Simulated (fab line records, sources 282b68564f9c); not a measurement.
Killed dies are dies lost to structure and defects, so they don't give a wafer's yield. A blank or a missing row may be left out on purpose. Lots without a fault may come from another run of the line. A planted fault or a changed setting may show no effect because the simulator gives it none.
fab line records | flow rit_cmos
record lots=6 wafers=18 last_day=7
route steps=202 shown ACTIVE@1 FOX1@20 FOX2@23 M1@202
lots that met no fault: from a run of the same line without faults
start_h: hours from the record's first day to the start of the lot's first wafer shown | wait_h: hours since the lot's step before | " the same as in the row above | L1.1+2: a row that stands for several wafers | - no value, or no start given | * or withheld: withheld | < > ~ a bound
route shown NAME@n: a module of which the file shows steps, and the number in the route of the first | usual: mean/standard deviation of fault-free wafers | same: alike in all rows | chamber/n: place in a boat | sites: the reading at each site | _std_site: their standard deviation | _edge_site: outer sites' mean less inner sites' | radius_mm: how far each site lies from the wafer's centre | mask NAME#n: copy n | behind: the tool/chamber that last shaped the wafer | hold: why the lot was held/for how many hours/how that ended | device: the transistor (n, p or np) that didn't switch | end of line: the same wafers' tests at the end of the route | a step without rows: its recipe alone | killed: dies lost to structure and defects at the first sort, not the wafer's yield | map: a wafer's dies, x killed, . not, _ none there
set.NAME: the setting as run; set.NAME@STEP: as run at that earlier step | model.NAME: the simulator's own value behind a step, which no gauge read
lots at some steps of the route; a table a step, a row a wafer
services: from which hour (start_h, from the record's first day; less than 0 if before it) a tool's chamber was out of use, for how many hours, and why
## steps
# step RIT_ACTIVE_BOW_MEAS_00
# recipe mode=bow
# usual INCOMING_BOW=-1/6.3
# columns lot.wafer tool chamber start_h wait_h INCOMING_BOW[um]
L909.3 film_metro-01 - 15.04 - -8
L909.4 " - " " -4
L909.6 " - " " 1
L913.1 film_metro-02 - 35.00 - -9
L913.4 " - " " -5
L913.5 " - " " 1
L915.2 film_metro-04 - 45.02 - 8
L915.4 " - " " -1
L915.6 " - " " -4
L916.4 film_metro-02 - 50.06 - 14
L916.5 " - " " -4
L916.6 " - " " 6
L929.1 film_metro-01 - 115.00 - -6
L929.3 " - " " -8
L929.6 " - " " 2
L930.1 film_metro-04 - 120.00 - -3
L930.2 " - " " -1
L930.4 " - " " -7
# step RIT_ACTIVE_OXIDATION_01
# recipe temp_c=1000 ambient=O2 target_thk_a=468 ox_time_s=3360
# step RIT_ACTIVE_THK_MEAS_02
# recipe reads=SiO2_of_ACTIVE_OXIDATION_01
# usual ACTIVE_OXIDE_THK=46.3/0.76
# columns lot.wafer tool chamber start_h wait_h ACTIVE_OXIDE_THK[nm]
L909.3 film_metro-02 - 17.26 0.0 44.7
L909.4 " - " " 45.4
L909.6 " - " " 45.4
L913.1 film_metro-01 - 37.30 0.0 45.1
L913.4 " - " " 45.6
L913.5 " - " " 45.5
L915.2 film_metro-04 - 47.06 0.0 46.3
L915.4 " - " " 46.5
L915.6 " - " " 46.7
L916.4 film_metro-02 - 52.08 0.0 46.0
L916.5 " - " " 47.2
L916.6 " - " " 46.4
L929.1 film_metro-04 - 118.48 0.0 46.5
L929.3 " - " " 46.3
L929.6 " - " " 46.3
L930.1 film_metro-04 - 122.58 0.0 46.2
L930.2 " - " " 47.0
L930.4 " - " " 47.1
# step RIT_ACTIVE_CVD_03
# recipe material=Si3N4 target_thk_nm=150 temp_c=810 precursor=SiH2Cl2/NH3 time_s=1500 pressure_mtorr=300 sih2cl2_flow_sccm=60 nh3_flow_sccm=150
# columns lot.wafer tool chamber start_h wait_h model.Si3N4_of_ACTIVE_CVD_03.thk_nm
L909.3 lpcvd-02 1 19.37 2.1 148.3
L909.4 " 1 " " 147.1
L909.6 " 1 " " 147.3
L913.1 lpcvd-01 0 37.59 0.3 133.7
L913.4 " 0 " " 134
L913.5 " 0 " " 133.4
L915.2 lpcvd-02 0 47.11 0.0 147.5
L915.4 " 0 " " 146.8
L915.6 " 0 " " 146.3
L916.4+6 lpcvd-01 1 52.63 0.5 132.1
L916.5 " 1 " " 131.6
L929.1 lpcvd-02 0 118.54 0.1 148.6
L929.3 " 0 " " 148.4
L929.6 " 0 " " 150.8
L930.1 lpcvd-01 0 122.64 0.1 150.8
L930.2 " 0 " " 151.3
L930.4 " 0 " " 150.9
# step RIT_ACTIVE_THK_MEAS_04
# recipe reads=Si3N4_of_ACTIVE_CVD_03
# usual ACTIVE_NITRIDE_THK=149.7/1.4
# columns lot.wafer tool chamber start_h wait_h ACTIVE_NITRIDE_THK[nm]
L909.3 film_metro-01 - 20.81 0.0 148.3
L909.4 " - " " 147.0
L909.6 " - " " 147.3
L913.1 film_metro-02 - 39.71 0.0 133.8
L913.4 " - " " 134.0
L913.5 " - " " 133.5
L915.2 film_metro-04 - 48.54 0.0 147.6
L915.4 " - " " 146.8
L915.6 " - " " 146.3
L916.4 film_metro-04 - 54.07 0.0 132.2
L916.5 " - " " 131.7
L916.6 " - " " 132.1
L929.1 film_metro-02 - 119.96 0.0 148.6
L929.3 " - " " 148.4
L929.6 " - " " 150.7
L930.1 film_metro-01 - 124.05 0.0 150.7
L930.2 " - " " 151.1
L930.4 " - " " 150.9
# step RIT_ACTIVE_HMDS_05
# recipe prime_time_s=60 prime_temp_c=140
# step RIT_ACTIVE_COAT_06
# recipe resist=NOVOLAK spin_rpm=3250 resist_thk_nm=1000
# step RIT_ACTIVE_SOFTBAKE_07
# recipe resist=NOVOLAK temp_c=90 time_s=60
# step RIT_ACTIVE_EXPOSE_08
# recipe mask_id=M1 na=0.6 source_shape=conventional sigma_outer=0.6 target_cd_nm=1400 dose_mj=225
# step RIT_ACTIVE_PEB_09
# recipe resist=NOVOLAK temp_c=withheld time_s=withheld
# step RIT_ACTIVE_DEVELOP_10
# recipe resist=NOVOLAK develop_time_s=49.27 dev_temp_c=23
# step RIT_ACTIVE_CD_MEAS_11
# recipe target_cd_nm=1400
# usual cd_nm=1399.8/2.6
# columns lot.wafer tool chamber start_h wait_h cd_nm
L909.3 cd_sem-02 - 21.86 - 1396.6
L909.4 " - " " 1395.7
L909.6 " - " " 1398.0
L913.1 cd_sem-02 - 40.62 - 1400.7
L913.4 " - " " 1400.9
L913.5 " - " " 1400.9
L915.2 cd_sem-02 - 49.62 - 1397.3
L915.4 " - " " 1395.8
L915.6 " - " " 1394.9
L916.4 cd_sem-02 - 55.14 - 1401.7
L916.5 " - " " 1399.6
L916.6 " - " " 1402.4
L929.1 cd_sem-02 - 120.87 - 1401.7
L929.3 " - " " 1402.8
L929.6 " - " " 1403.4
L930.1 cd_sem-01 - 125.09 - 1402.4
L930.2 " - " " 1397.9
L930.4 " - " " 1402.9
# step RIT_ACTIVE_HARDBAKE_12
# recipe resist=NOVOLAK temp_c=140 time_s=60
# step RIT_ACTIVE_ETCH_13
# recipe stop_on=SiO2 chemistry=SF6 target=Si3N4 time_s=210 over_etch_frac=0.3667 SF6_flow_sccm=200 pressure_mtorr=260 rf_w=125 target_depth_a=2100
# usual drypump_motor_current_A=5.9/0.38 oes_product_au=0.831/0.017 throttle_valve_pct=7.51/0.14
# columns lot.wafer tool chamber start_h wait_h drypump_motor_current_A oes_product_au rf_hours_counter_h throttle_valve_pct model.etch.depth_nm model.ACTIVE.feature_depth_nm
L909.3 rie_diel-01 3 22.09 0.1 6.1 0.836 35 7.30 148.3 148.3
L909.4 " 1 " " 5.7 0.819 5 7.34 147.1 147.1
L909.6 " 1 " " 5.7 0.804 - 7.35 147.3 147.3
L913.1 rie_diel-03 2 40.89 0.1 6.0 0.764 71 7.63 133.7 133.7
L913.4 " 3 " " 5.5 0.767 5 7.46 134 134
L913.5 " 0 " " 5.9 0.812 - 7.51 133.4 133.4
L915.2 rie_diel-03 1 49.93 0.1 5.1 0.839 153 7.50 147.5 147.5
L915.4 " 2 " " 6.1 0.797 71 7.61 146.8 146.8
L915.6 " 1 " " 5.1 0.837 - 7.51 146.3 146.3
L916.4 rie_diel-03 1 55.42 0.1 5.2 0.786 - 7.53 132.1 132.1
L916.5 " 3 " " 5.5 0.770 - 7.48 131.6 131.6
L916.6 " 0 " " 5.9 0.803 - 7.52 132.1 132.1
L929.1 rie_diel-04 0 121.14 0.1 6.3 0.840 20 7.40 148.6 148.6
L929.3 " 3 " " 5.3 0.847 109 7.59 148.4 148.4
L929.6 " 2 " " 5.9 0.829 - 7.38 150.8 150.8
L930.1 rie_diel-03 1 125.36 0.1 5.2 0.845 154 7.51 150.8 150.8
L930.2 " 0 " " 5.9 0.854 152 7.50 151.3 151.3
L930.4 " 0 " " 5.9 0.864 - 7.50 150.9 150.9
# step RIT_ACTIVE_STRIP_14
# recipe chemistry=O2 time_s=180 resist=NOVOLAK platen_temp_c=withheld power_w=500 pressure_mtorr=4000 o2_flow_sccm=4000
# usual drypump_motor_current_A=5.5/0.5
# columns lot.wafer tool chamber start_h wait_h drypump_motor_current_A rf_hours_counter_h
L909.3 plasma_asher-04 0 22.28 0.1 5.0 -
L909.4 " 1 " " 6.1 -
L909.6 " 1 " " 6.1 -
L913.1 plasma_asher-01 1 41.03 0.1 5.9 41
L913.4 " 0 " " 5.1 -
L913.5 " 0 " " 5.1 -
L915.2 plasma_asher-04 0 50.06 0.1 5.0 41
L915.4 " 0 " " 5.0 -
L915.6 " 0 " " 5.0 -
L916.4 plasma_asher-01 0 55.54 0.1 5.1 -
L916.5 " 1 " " 5.9 -
L916.6 " 0 " " 5.1 -
L929.1 plasma_asher-04 1 121.27 0.1 6.1 50
L929.3 " 1 " " 6.1 -
L929.6 " 0 " " 4.9 -
L930.1 plasma_asher-04 0 125.49 0.1 5.0 50
L930.2 " 1 " " 6.1 50
L930.4 " 0 " " 5.0 -
# step RIT_ACTIVE_CD_MEAS_90
# recipe target_cd_nm=1400
# usual cd_nm=1399.9/2.6
# columns lot.wafer tool chamber start_h wait_h cd_nm
L909.3 cd_sem-01 - 22.44 0.1 1396.6
L909.4 " - " " 1395.4
L909.6 " - " " 1397.9
L913.1 cd_sem-02 - 41.28 0.2 1400.7
L913.4 " - " " 1400.8
L913.5 " - " " 1401.1
L915.2 cd_sem-02 - 50.25 0.1 1397.8
L915.4 " - " " 1395.9
L915.6 " - " " 1394.7
L916.4 cd_sem-02 - 55.72 0.1 1401.9
L916.5 " - " " 1399.6
L916.6 " - " " 1402.3
L929.1 cd_sem-02 - 121.45 0.1 1401.6
L929.3 " - " " 1403.0
L929.6 " - " " 1403.6
L930.1 cd_sem-02 - 125.67 0.1 1402.7
L930.2 " - " " 1398.5
L930.4 " - " " 1403.0
# step RIT_ACTIVE_CLEAN_15
# recipe chemistry=SC1 mix=3:3:50 time_s=600 temp_c=75
# step RIT_ACTIVE_CLEAN_16
# recipe chemistry=dHF dilution=50:1 time_s=30
# step RIT_ACTIVE_CLEAN_17
# recipe chemistry=SC2 mix=3:3:50 time_s=600 temp_c=75 dry=n2_spin
# step RIT_FOX1_OXIDATION_00
# recipe temp_c=1100 ambient=H2O target_thk_a=3507 p_h2o_torr=720 ox_time_s=1130
# step RIT_FOX1_THK_MEAS_01
# recipe reads=SiO2_of_FOX1_OXIDATION_00
# usual FOX1_OXIDE_THK=345/6
# columns lot.wafer tool chamber start_h wait_h FOX1_OXIDE_THK[nm]
L909.3 film_metro-03 - 24.22 0.0 344
L909.4 " - " " 344
L909.6 " - " " 351
L913.1 film_metro-01 - 44.09 0.0 349
L913.4 " - " " 349
L913.5 " - " " 353
L915.2 film_metro-04 - 52.05 0.0 347
L915.4 " - " " 344
L915.6 " - " " 340
L916.4 film_metro-03 - 57.49 0.0 350
L916.5 " - " " 346
L916.6 " - " " 347
L929.1 film_metro-04 - 125.21 0.0 359
L929.3 " - " " 357
L929.6 " - " " 353
L930.1 film_metro-03 - 129.53 0.0 346
L930.2 " - " " 347
L930.4 " - " " 335
# step RIT_FOX1_WET_ETCH_02
# recipe chemistry=BOE target_depth_nm=350 time_s=390 temp_c=21.5 dry=n2_spin dilution=10:1 target=SiO2
# step RIT_FOX2_OXIDATION_00
# recipe temp_c=1100 ambient=H2O target_thk_a=3507 p_h2o_torr=720 ox_time_s=1130
# step RIT_FOX2_THK_MEAS_01
# recipe reads=SiO2_of_FOX2_OXIDATION_00
# usual FOX2_OXIDE_THK=346/6.6
# columns lot.wafer tool chamber start_h wait_h FOX2_OXIDE_THK[nm]
L909.3 film_metro-01 - 25.71 0.0 349
L909.4 " - " " 353
L909.6 " - " " 349
L913.1 film_metro-02 - 45.58 0.0 349
L913.4 " - " " 353
L913.5 " - " " 352
L915.2 film_metro-03 - 54.45 0.0 341
L915.4 " - " " 337
L915.6 " - " " 339
L916.4 film_metro-03 - 58.98 0.0 347
L916.5 " - " " 347
L916.6 " - " " 349
L929.1 film_metro-01 - 128.13 0.0 338
L929.3 " - " " 339
L929.6 " - " " 341
L930.1 film_metro-01 - 131.02 0.0 343
L930.2 " - " " 350
L930.4 " - " " 345
# step RIT_FOX2_CLEAN_02
# recipe chemistry=dHF dilution=50:1 time_s=180
# columns lot.wafer tool chamber start_h wait_h model.Si3N4_of_ACTIVE_CVD_03.thk_nm
L909.3 wet_bench-01 2 25.75 0.0 129
L909.4 " 2 " " 127.8
L909.6 " 2 " " 128
L913.1 wet_bench-04 1 45.64 0.1 114.5
L913.4 " 1 " " 114.8
L913.5 " 1 " " 114.2
L915.2 wet_bench-03 2 54.50 0.0 128.3
L915.4 " 2 " " 127.5
L915.6 " 2 " " 127.1
L916.4+6 wet_bench-04 3 59.01 0.0 112.9
L916.5 " 3 " " 112.4
L929.1 wet_bench-03 2 128.19 0.1 129.4
L929.3 " 2 " " 129.2
L929.6 " 2 " " 131.5
L930.1 wet_bench-01 1 131.08 0.1 131.5
L930.2 " 1 " " 132.1
L930.4 " 1 " " 131.6
# step RIT_FOX2_WET_ETCH_03
# recipe chemistry=H3PO4 target=Si3N4 target_depth_nm=195 temp_c=165 time_s=2700
# step RIT_M1_PROBE_99
# usual killed_at_M0_to_M3=0.0/0.16 killed_at_contacts=0.1/0.24 killed_at_front_end=6.7/2.9 killed_dies=6.8/2.9 killed_on_rim=1.8/1.3 killed_open=3.5/1.8 killed_short=3.3/2.1
# same gross_dies=264 killed_at_M4_up=0 killed_at_back_side=0 killed_at_other=0
# columns lot.wafer tool chamber start_h wait_h killed_at_M0_to_M3 killed_at_contacts killed_at_front_end killed_dies killed_on_rim killed_open killed_short model.etest.nldd.width_nm
L909.3 prober-01 - 63.87 0.2 0 0 8 8 1 2 6 3207
L909.4 prober-01 - 63.92 0.2 0 1 10 11 2 5 6 3186
L909.6 prober-01 - 64.02 0.2 0 0 7 7 3 3 4 3178
L913.1 prober-01 - 84.30 0.1 0 0 5 5 4 2 3 3180
L913.4 prober-01 - 84.45 0.2 0 0 2 2 1 2 0 3171
L913.5 prober-01 - 84.50 0.2 1 1 7 9 3 2 7 3182
L915.2 prober-01 - 92.12 0.1 0 0 6 6 0 3 3 3180
L915.4 prober-01 - 92.22 0.2 0 0 4 4 1 3 1 3197
L915.6 prober-01 - 92.32 0.2 0 0 6 6 4 3 3 3184
L916.4 prober-02 - 96.89 0.2 0 0 6 6 3 4 2 3180
L916.5 prober-02 - 96.94 0.2 0 0 15 15 6 7 8 3165
L916.6 prober-02 - 96.99 0.2 0 0 6 6 1 3 3 3167
L929.1 prober-02 - 166.54 0.1 0 0 8 8 4 1 7 3174
L929.3 prober-02 - 166.64 0.2 0 0 7 7 1 3 4 3180
L929.6 prober-02 - 166.79 0.2 0 0 7 7 2 5 2 3197
L930.1 prober-02 - 168.67 0.1 0 0 9 9 2 6 2 3211
L930.2 prober-02 - 168.72 0.1 0 0 3 3 1 1 1 3163
L930.4 prober-02 - 168.82 0.2 0 0 5 5 0 2 2 3188
# killed by level:class
L909.3 GATE:geometric_particle:short=4 GATE:geometric_particle:open=2 SPACER:geometric_particle:short=1 SILICIDE:geometric_particle:short=1
L909.4 GATE:geometric_particle:short=3 SILICIDE:geometric_particle:open=2 GATE:geometric_particle:open=2 FOX1:geometric_particle:open=1 FOX2:geometric_particle:short=1 SILICIDE:geometric_particle:short=1 CONTACT:geometric_particle:short=1
L909.6 GATE:geometric_particle:open=2 FOX1:geometric_particle:short=1 GATE:geometric_particle:short=1 REOX:geometric_particle:open=1 SPACER:geometric_particle:short=1 SILICIDE:geometric_particle:short=1
L913.1 REOX:geometric_particle:open=2 FOX1:geometric_particle:short=1 FOX2:geometric_particle:short=1 GATE:geometric_particle:short=1
L913.4 GATE:geometric_particle:open=2
L913.5 FOX1:geometric_particle:short=2 SILICIDE:geometric_particle:short=2 GATE:geometric_particle:short=1 SPACER:geometric_particle:short=1 SILICIDE:geometric_particle:open=1 CONTACT:geometric_particle:open=1 M1:geometric_particle:short=1
L915.2 SPACER:geometric_particle:short=2 GATE:geometric_particle:short=1 GATE:geometric_particle:open=1 REOX:geometric_particle:open=1 SPACER:geometric_particle:open=1
L915.4 GATE:geometric_particle:open=2 FOX1:geometric_particle:short=1 SILICIDE:geometric_particle:open=1
L915.6 SILICIDE:geometric_particle:short=2 FOX1:geometric_particle:open=1 FOX2:geometric_particle:short=1 GATE:geometric_particle:open=1 SILICIDE:geometric_particle:open=1
L916.4 GATE:geometric_particle:open=2 REOX:geometric_particle:short=2 SILICIDE:geometric_particle:open=2
L916.5 REOX:geometric_particle:short=4 GATE:geometric_particle:short=3 GATE:geometric_particle:open=3 REOX:geometric_particle:open=2 FOX2:geometric_particle:open=1 SILICIDE:geometric_particle:short=1 SILICIDE:geometric_particle:open=1
L916.6 GATE:geometric_particle:short=2 FOX1:geometric_particle:open=1 GATE:geometric_particle:open=1 REOX:geometric_particle:short=1 REOX:geometric_particle:open=1
L929.1 FOX1:geometric_particle:short=2 REOX:geometric_particle:short=2 ACTIVE:geometric_particle:short=1 GATE:geometric_particle:short=1 SPACER:geometric_particle:open=1 SILICIDE:geometric_particle:short=1
L929.3 GATE:geometric_particle:short=3 ACTIVE:geometric_particle:open=1 FOX1:geometric_particle:open=1 FOX1:geometric_particle:short=1 GATE:geometric_particle:open=1
L929.6 SILICIDE:geometric_particle:open=2 FOX1:geometric_particle:open=1 FOX2:geometric_particle:open=1 REOX:geometric_particle:short=1 SPACER:geometric_particle:open=1 SILICIDE:geometric_particle:short=1
L930.1 GATE:geometric_particle:open=4 FOX2:geometric_particle:open=2 FOX2:geometric_particle:short=1 SILICIDE:geometric_particle:short=1 PLDD:coat_microbubble_printed=1
L930.2 GATE:geometric_particle:short=1 SILICIDE:geometric_particle:open=1 PLDD:coat_microbubble_printed=1
L930.4 FOX1:geometric_particle:open=1 GATE:geometric_particle:short=1 GATE:geometric_particle:open=1 REOX:geometric_particle:short=1 PLDD:coat_microbubble_printed=1
## services
# columns tool chamber start_h hours kind
lpcvd-01 - 5.28 14.6 pm
lpcvd-02 - 48.53 14.6 pm
rie_diel-03 2 54.87 5.5 repair
rie_diel-01 1 59.20 21.4 repair
rie_diel-04 - 62.88 2.8 pm
rie_diel-04 3 70.85 2.9 repair
rie_diel-01 2 80.58 - clean
rie_diel-01 2 80.58 10.5 scheduled_down
rie_diel-01 2 80.58 10.5 vent_cycle
rie_diel-03 1 82.92 14.0 repair
wet_bench-04 - 98.42 3.7 repair
plasma_asher-01 - 115.41 1.7 repair
rie_diel-03 3 119.29 17.7 repair
plasma_asher-04 - 119.81 1.1 repair
## key
first_sign step=RIT_ACTIVE_THK_MEAS_04 reading=ACTIVE_NITRIDE_THK direction=down sigmas=12 usual=149.7 struck=132.9
effect step=RIT_ACTIVE_ETCH_13 reading=oes_product_au direction=down sigmas=2.8 usual=0.831 struck=0.784
model_effect step=RIT_ACTIVE_CVD_03 value=Si3N4_of_ACTIVE_CVD_03.thk_nm without=149.6 struck=132.8
model_effect step=RIT_ACTIVE_ETCH_13 value=etch.depth_nm without=149.6 struck=132.8
model_effect step=RIT_FOX2_CLEAN_02 value=Si3N4_of_ACTIVE_CVD_03.thk_nm without=130.3 struck=113.6
model_effect step=RIT_M1_PROBE_99 value=etest.nldd.width_nm without=3195 struck=3174
met_at RIT_ACTIVE_CVD_03
struck_wafers L913.1,L913.4,L913.5,L916.4,L916.5,L916.6
tester_left_out L913,L916
fault kind=process_parameter_drift tool=lpcvd-01 chamber=- onset_h=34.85 steps=RIT_ACTIVE_CVD_03 channel=target_thk_nm offset=-16.747 shape=step end_h=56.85 acts_in=these_recipes_only stated=150
# tester_left_out: of these lots the tester's yield and bins aren't shown, on N5 and GAA mostly nor the transistor test; their killed dies are dies lost to structure and defects alone, not to doping, threshold or leakage, so they don't give the yield
